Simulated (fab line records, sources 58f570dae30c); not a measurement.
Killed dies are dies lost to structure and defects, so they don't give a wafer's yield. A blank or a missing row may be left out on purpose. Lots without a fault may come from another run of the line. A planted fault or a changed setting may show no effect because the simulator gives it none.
Split-lot experiment | flow berkeley_cmos170 | 5 lots, 23 wafers read, on a route of 331 steps

THE SPLIT
At UCB170_M1_SPUTTER_00 (material Al, target thk 600 nm, time 80 s), the setting power_w was moved away from the recipe's 6000 W on 5 of the 23 wafers read, by -6.5% to +3.2%. The other wafers ran this setting at the recipe's value.

FROM THE SPLIT TO THE READING: what the file shows between them, 1 step
- UCB170_M1_RS_MEAS_01: measures by four-point-probe

THE READING
M1_AL_THK, in nm, at UCB170_M1_THK_MEAS_02 (measures by xrf). Fault-free wafers of this fab line usually give 597 nm, standard deviation 9.1 nm.

wafer  | tool, chamber at the split | power_w as run, W | against the recipe | M1_AL_THK, nm | against lot-mates on the recipe
L076.1 | pvd_sputter-02, -          | 6000              | recipe             | 586           | -
L076.2 | pvd_sputter-02, -          | 6000              | recipe             | 593           | -
L076.3 | pvd_sputter-02, -          | 6192              | +3.2%              | 618           | +30
L076.4 | pvd_sputter-02, -          | 6192              | +3.2%              | 601           | +13
L076.6 | pvd_sputter-02, -          | 6000              | recipe             | 586           | -
L077.1 | pvd_sputter-04, -          | 6000              | recipe             | 616           | -
L077.2 | pvd_sputter-04, -          | 6000              | recipe             | 603           | -
L077.3 | pvd_sputter-04, -          | 5612              | -6.5%              | 571           | -38
L077.4 | pvd_sputter-04, -          | 5612              | -6.5%              | 573           | -36
L077.6 | pvd_sputter-04, -          | 5612              | -6.5%              | 565           | -44
L079.1 | pvd_sputter-03, -          | 6000              | recipe             | 602           | -
L079.2 | pvd_sputter-03, -          | 6000              | recipe             | 609           | -
L079.4 | pvd_sputter-03, -          | 6000              | recipe             | 601           | -
L079.5 | pvd_sputter-03, -          | 6000              | recipe             | 604           | -
L079.6 | pvd_sputter-03, -          | 6000              | recipe             | 597           | -
L081.1 | pvd_sputter-04, -          | 6000              | recipe             | 587           | -
L081.2 | pvd_sputter-04, -          | 6000              | recipe             | 600           | -
L081.4 | pvd_sputter-04, -          | 6000              | recipe             | 591           | -
L081.5 | pvd_sputter-04, -          | 6000              | recipe             | 589           | -
L081.6 | pvd_sputter-04, -          | 6000              | recipe             | 587           | -
L083.1 | pvd_sputter-04, -          | 6000              | recipe             | 603           | -
L083.5 | pvd_sputter-04, -          | 6000              | recipe             | 591           | -
L083.6 | pvd_sputter-04, -          | 6000              | recipe             | 587           | -

THE FIT
A straight line over all 23 wafers: M1_AL_THK changes by +4.11 nm for each +1% of power_w; r = +0.78; the points scatter about the line by 8.6 nm.
The same after taking each lot's own level away (the mean of its wafers on the recipe; 23 wafers): +6.24 nm for each +1%; r = +0.95; scatter 5.5 nm.
On that fit, the largest move of power_w shifts the reading by 40 nm.
The lots' own levels span 588.3 to 609.5 nm, that is 2.3 times the standard deviation above.
So the lot-to-lot level blurs the effect unless lot-mates are compared.
Check: with one of the wafers moved furthest among these (-6.5%) left out of the fit, the line predicts -40.9 nm for it against its lot-mates. It came out at -38.5 nm against them.

OTHER SPLITS ON THESE WAFERS
These wafers also went through other splits before the reading. Each is held against what the fit with the lots' levels taken away leaves over:
other split on the same wafers     | wafers away from the commonest value | r with M1_AL_THK (lot level and that fit taken away)
UCB170_PVT_COAT_01 resist_thk_nm   | 8                                    | +0.26
UCB170_PLDD_COAT_01 resist_thk_nm  | 6                                    | +0.01
UCB170_NLDD_IMPLANT_08 energy_kev  | 5                                    | -0.04
UCB170_BACKSIDE_SOFTBAKE_02 temp_c | 4                                    | -0.13
UCB170_CONTACT_COAT_04 spin_rpm    | 5                                    | -0.09
UCB170_CONTACT_EXPOSE_12 dose_mj   | 7                                    | -0.25

THE WHOLE CHAIN: every reading that the file lists as answering this split, in the file's order
step                  | what it does                              | reading                                                                     | change (the file's fit)               | r (the file's)
UCB170_M1_SPUTTER_00  | material Al, target thk 600 nm, time 80 s | Al_of_M1_SPUTTER_00.thk_nm (the simulator's own value, which no gauge read) | +6.3 nm for each +1% of the setting   | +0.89
UCB170_M1_RS_MEAS_01  | measures by four-point-probe              | M1_AL_RS                                                                    | -0.000528 for each +1% of the setting | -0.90
UCB170_M1_THK_MEAS_02 | measures by xrf                           | M1_AL_THK                                                                   | +6.24 for each +1% of the setting     | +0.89

THE FILE'S OWN FIT
M1_AL_THK changes by +6.24 nm for each +1% of power_w, r = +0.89.
